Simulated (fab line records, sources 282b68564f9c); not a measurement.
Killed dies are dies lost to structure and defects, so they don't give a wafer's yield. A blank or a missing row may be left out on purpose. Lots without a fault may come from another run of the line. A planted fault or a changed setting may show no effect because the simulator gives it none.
Tool commonality check | flow rit_cmos | 13 lots, 39 wafers sampled

WHY IT WAS OPENED
At RIT_NRETRO_TW_MEAS_10 the reading NRETRO_TW is flagged on 1 of 13 lots. Wafers without a fault read 1056, standard deviation 6.2.
Rule: a lot is flagged when every wafer of it that has a number lies more than 4 standard deviations from that mean, or none has a number. The other lots count as sound.

lot  | measured    | on            | NRETRO_TW, wafer by wafer | flag
L391 | day 2 11:23 | film_metro-01 | 1043 1043 1048            |
L393 | day 2 21:48 | film_metro-03 | 1056 1059 1054            |
L394 | day 3 03:31 | film_metro-01 | 1047 1045 1052            |
L396 | day 3 11:37 | film_metro-02 | 30 30 30                  | FLAGGED
L397 | day 3 17:13 | film_metro-02 | 1058 1056 1058            |
L398 | day 3 21:25 | film_metro-03 | 1064 1068 1063            |
L399 | day 4 04:07 | film_metro-01 | 1052 1059 1054            |
L406 | day 5 14:29 | film_metro-01 | 1051 1052 1055            |
L407 | day 5 19:35 | film_metro-03 | 1059 1059 1063            |
L409 | day 6 04:33 | film_metro-02 | 1060 1060 1057            |
L410 | day 6 09:46 | film_metro-03 | 1061 1058 1063            |
L411 | day 6 15:15 | film_metro-02 | 1060 1061 1064            |
L412 | day 6 19:25 | film_metro-02 | 1063 1059 1063            |
The numbers of the flagged lots are 30 on average: -1026 against the usual, or -99 or more standard deviations.

WHICH TOOL RAN EACH LOT
The record holds 1 process step before the reading, out of a route of 202 steps. In each cell: the tool, then ch and the chambers that the sampled wafers went through, then the start.
lot  | flag    | RIT_NRETRO_EXPOSE_03
L391 |         | iline_stepper-01 ch 0, day 2 10:20
L393 |         | iline_stepper-02 ch 0, day 2 20:46
L394 |         | iline_stepper-01 ch 0, day 3 02:29
L396 | FLAGGED | iline_stepper-01 ch 0, day 3 10:35
L397 |         | iline_stepper-01 ch 0, day 3 16:12
L398 |         | iline_stepper-02 ch 0, day 3 20:23
L399 |         | iline_stepper-01 ch 0, day 4 03:00
L406 |         | iline_stepper-01 ch 0, day 5 13:28
L407 |         | iline_stepper-02 ch 0, day 5 18:34
L409 |         | iline_stepper-01 ch 0, day 6 03:31
L410 |         | iline_stepper-02 ch 0, day 6 08:43
L411 |         | iline_stepper-01 ch 0, day 6 14:12
L412 |         | iline_stepper-02 ch 0, day 6 18:23
What these steps do:
- RIT_NRETRO_EXPOSE_03: exposes mask M4, target cd 43900 nm.
- RIT_NRETRO_TW_MEAS_10

FLAGGED OVER TOTAL, TOOL BY TOOL (the gauges that took the reading come last)
step                  | tool             | lots run | flagged | share of the flagged lots | sound lots run after its first flagged lot
RIT_NRETRO_EXPOSE_03  | iline_stepper-01 | 8        | 1       | all                       | 5 (L397,L399,L406,L409,L411)
RIT_NRETRO_EXPOSE_03  | iline_stepper-02 | 5        | 0       | none                      | -
RIT_NRETRO_TW_MEAS_10 | film_metro-01    | 4        | 0       | none                      | -
RIT_NRETRO_TW_MEAS_10 | film_metro-02    | 5        | 1       | all                       | 4 (L397,L409,L411,L412)
RIT_NRETRO_TW_MEAS_10 | film_metro-03    | 4        | 0       | none                      | -

WHAT THE TABLE ALLOWS
2 rows of the table ran every flagged lot: iline_stepper-01 at RIT_NRETRO_EXPOSE_03, film_metro-02 at RIT_NRETRO_TW_MEAS_10.
- iline_stepper-01 at RIT_NRETRO_EXPOSE_03: 1 of its 8 lots flagged. Sound lots ran on it after the first flagged one (L397, L399, L406, L409, L411), which a lasting fault on the whole tool wouldn't allow.
- film_metro-02 at RIT_NRETRO_TW_MEAS_10: 1 of its 5 lots flagged. Sound lots ran on it after the first flagged one (L397, L409, L411, L412), which a lasting fault on the whole tool wouldn't allow.
No row of the table ran every flagged lot and no sound lot after the first.

WHAT THE SIMULATOR HAD PUT IN
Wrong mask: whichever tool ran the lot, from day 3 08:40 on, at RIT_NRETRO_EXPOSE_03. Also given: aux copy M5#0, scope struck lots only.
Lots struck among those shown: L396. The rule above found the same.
